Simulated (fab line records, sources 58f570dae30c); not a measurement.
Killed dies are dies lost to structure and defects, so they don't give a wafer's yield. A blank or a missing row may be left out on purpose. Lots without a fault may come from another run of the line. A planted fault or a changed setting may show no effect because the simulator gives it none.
Which tool did it? | flow berkeley_cmos170 | 14 lots, 42 wafers sampled, at 5 steps of a route of 331

WHAT THE GAUGES READ, wafer by wafer
UCB170_ACTIVE_THK_MEAS_03. Usual: ACTIVE_OXIDE_THK 26.5 nm, standard deviation 0.47.
lot  | measured    | on            | ACTIVE_OXIDE_THK (nm) | flag
L440 | day 3 15:22 | film_metro-02 | 25.7 26.2 26.4        |
L441 | day 3 22:58 | film_metro-04 | 26.3 26.4 26.3        |
L442 | day 4 04:38 | film_metro-01 | 26.5 26.7 26.3        |
L443 | day 4 13:51 | film_metro-04 | 26.8 26.4 26.7        |
L444 | day 4 21:07 | film_metro-02 | 25.9 26.6 26.4        |
L445 | day 4 21:07 | film_metro-01 | 26.5 26.6 26.3        |
L447 | day 5 09:35 | film_metro-02 | 26.4 26.7 26.1        |
L446 | day 5 09:36 | film_metro-01 | 26.4 25.9 26.4        |
L448 | day 5 18:34 | film_metro-02 | 26.7 26.1 26.0        |
L449 | day 5 23:46 | film_metro-02 | 26.7 26.5 26.7        |
L450 | day 6 09:34 | film_metro-01 | 26.7 26.8 26.4        |
L451 | day 6 09:34 | film_metro-04 | 27.4 27.5 27.8        |
L463 | day 8 12:19 | film_metro-01 | 26.1 25.8 25.6        |
L462 | day 8 12:23 | film_metro-01 | 26.3 26.5 26.6        |

UCB170_ACTIVE_THK_MEAS_06. Usual: ACTIVE_NITRIDE_THK 220.4 nm, standard deviation 2.5.
lot  | measured    | on            | ACTIVE_NITRIDE_THK (nm) | flag
L440 | day 3 22:53 | film_metro-04 | 220.3 221.0 220.4       |
L441 | day 4 06:19 | film_metro-02 | 221.5 222.1 223.5       |
L442 | day 4 13:11 | film_metro-01 | 219.9 221.6 220.8       |
L443 | day 4 20:06 | film_metro-04 | 224.0 223.4 222.8       |
L444 | day 5 02:14 | film_metro-01 | 217.8 217.7 219.0       |
L445 | day 5 02:16 | film_metro-02 | 221.7 220.8 221.0       |
L447 | day 5 16:57 | film_metro-04 | 220.7 218.1 219.9       |
L446 | day 5 16:59 | film_metro-02 | 216.7 215.7 216.1       |
L448 | day 6 01:28 | film_metro-04 | 218.2 219.3 219.5       |
L449 | day 6 07:55 | film_metro-01 | 218.0 216.3 216.8       |
L450 | day 6 15:19 | film_metro-01 | 222.8 223.4 223.7       |
L451 | day 6 15:22 | film_metro-01 | 220.0 220.8 218.9       |
L463 | day 8 18:10 | film_metro-02 | 224.3 225.1 226.3       |
L462 | day 8 18:07 | film_metro-01 | 217.4 218.2 219.7       |

UCB170_SCREENOX_THK_MEAS_02. Usual: SCREENOX_OXIDE_THK 14.38 nm, standard deviation 0.23.
lot  | measured     | on            | SCREENOX_OXIDE_THK (nm) | flag
L440 | day 5 08:18  | film_metro-02 | 14.50 14.55 14.39       |
L441 | day 5 15:08  | film_metro-04 | 14.41 14.46 14.61       |
L442 | day 5 20:48  | film_metro-04 | 14.16 14.12 14.16       |
L443 | day 6 07:05  | film_metro-04 | 14.38 14.62 14.40       |
L444 | day 6 07:04  | film_metro-02 | 14.33 14.19 14.07       |
L445 | day 6 07:04  | film_metro-01 | 14.45 13.98 14.61       |
L447 | day 6 15:38  | film_metro-02 | 13.98 14.06 14.20       |
L446 | day 6 15:39  | film_metro-01 | 14.72 14.65 14.62       |
L448 | day 6 23:58  | film_metro-01 | 14.69 14.31 14.45       |
L449 | day 7 12:00  | film_metro-02 | 14.68 14.40 14.51       |
L450 | day 7 15:25  | film_metro-01 | 14.03 13.91 14.07       |
L451 | day 7 15:25  | film_metro-04 | 14.06 13.99 14.10       |
L463 | day 10 00:49 | film_metro-02 | 14.18 14.40 14.79       |
L462 | day 9 19:10  | film_metro-01 | 14.79 14.60 14.40       |

UCB170_GATE_CD_MEAS_12: target cd 350 nm. Usual: cd_nm 349.7 nm, standard deviation 1.6.
lot  | measured     | on        | cd_nm (nm)        | flag
L440 | day 6 09:11  | cd_sem-02 | 348.4 350.3 349.1 |
L441 | day 6 10:34  | cd_sem-02 | 350.5 348.3 349.9 |
L442 | day 6 17:11  | cd_sem-01 | 346.0 345.3 345.8 |
L443 | day 7 01:08  | cd_sem-02 | 351.1 350.8 352.2 |
L444 | day 7 00:44  | cd_sem-01 | 352.0 351.2 350.0 |
L445 | day 7 00:58  | cd_sem-02 | 350.4 349.7 349.3 |
L447 | day 7 10:16  | cd_sem-02 | 351.5 349.9 350.9 |
L446 | day 7 10:26  | cd_sem-02 | 350.7 350.4 350.5 |
L448 | day 7 17:23  | cd_sem-02 | 349.2 349.5 350.4 |
L449 | day 8 04:19  | cd_sem-01 | 369.5 371.1 369.7 | OFF
L450 | day 8 07:42  | cd_sem-01 | 364.2 365.1 365.7 | OFF
L451 | day 8 07:58  | cd_sem-01 | 347.3 348.5 347.7 |
L463 | day 10 19:33 | cd_sem-01 | 352.0 351.6 351.9 |
L462 | day 10 18:17 | cd_sem-01 | 350.7 350.4 350.8 |

WHICH TOOL RAN EACH LOT (tool, then ch and the chambers of the sampled wafers, then the start)
lot  | UCB170_GATE_EXPOSE_09
L440 | krf_scanner-02 ch 0, day 6 08:47
L441 | krf_scanner-02 ch 0, day 6 10:10
L442 | krf_scanner-01 ch 0, day 6 16:47
L443 | krf_scanner-02 ch 0, day 7 00:44
L444 | krf_scanner-01 ch 0, day 7 00:20
L445 | krf_scanner-02 ch 0, day 7 00:35
L447 | krf_scanner-01 ch 0, day 7 09:40
L446 | krf_scanner-01 ch 0, day 7 09:49
L448 | krf_scanner-01 ch 0, day 7 16:31
L449 | krf_scanner-01 ch 0, day 8 03:28
L450 | krf_scanner-01 ch 0, day 8 07:18
L451 | krf_scanner-02 ch 0, day 8 07:33
L463 | krf_scanner-02 ch 0, day 10 19:09
L462 | krf_scanner-02 ch 0, day 10 17:35
- UCB170_GATE_EXPOSE_09: exposes mask POLY, target cd 350 nm.

WHAT THE TOOLS THEMSELVES READ (means of the sampled wafers that have a number; where no wafer has one, the mark that the record gives instead)
UCB170_GATE_EXPOSE_09. Usual: exposure_dose_mJ_cm2 21.36, standard deviation 0.036.
lot  | tool           | exposure_dose_mJ_cm2 | flag
L440 | krf_scanner-02 | 21.33                |
L441 | krf_scanner-02 | 21.35                |
L442 | krf_scanner-01 | 21.37                |
L443 | krf_scanner-02 | 21.33                |
L444 | krf_scanner-01 | 21.40                |
L445 | krf_scanner-02 | 21.33                |
L447 | krf_scanner-01 | 21.40                |
L446 | krf_scanner-01 | 21.40                |
L448 | krf_scanner-01 | 21.40                |
L449 | krf_scanner-01 | 18.99                | OFF
L450 | krf_scanner-01 | 19.45                | OFF
L451 | krf_scanner-02 | 21.33                |
L463 | krf_scanner-02 | 21.34                |
L462 | krf_scanner-02 | 21.35                |

THE ANSWER, worked out from the rows above alone
Rule: a lot is off if the mean of its wafers that have a number lies more than 3 standard deviations from the usual mean. A lot without any number at a reading at which 4 lots or more have one is off too. The other lots that the step has rows for count as sound. The gauges are gone through in route order, then the tools' own readings, and for those a lot's mean is taken as printed above. The first step at which some lot is off is used, and at that step the reading that is off furthest; a lot without a number counts as furthest.
Off: L449, L450, at UCB170_GATE_CD_MEAS_12 (cd_nm).
A tool fits if, at a process step before that reading, it ran every lot that is off, and no sound lot after the first of them. The gauges at UCB170_GATE_CD_MEAS_12 aren't tried: what is off there is off at UCB170_GATE_EXPOSE_09 too, on other tools, and a gauge's error can't cause that. One fits: krf_scanner-01 at UCB170_GATE_EXPOSE_09. Its last sound lot is L448 (day 7 16:31), its first lot that is off L449 (day 8 03:28): a fault that began between those two fits.
The tool's own readings at UCB170_GATE_EXPOSE_09 bear it out: on the lots that are off they differ by more than 5 times the standard deviation of the sound lots' means. exposure_dose_mJ_cm2 reads 19.22 there against 21.36 on the sound lots.

WHAT THE SIMULATOR HAD PUT IN
Process parameter drift: krf_scanner-01, from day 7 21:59 on, at UCB170_GATE_EXPOSE_09. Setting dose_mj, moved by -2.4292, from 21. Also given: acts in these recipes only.
Lots struck among those shown: L449, L450. The rule above found the same.
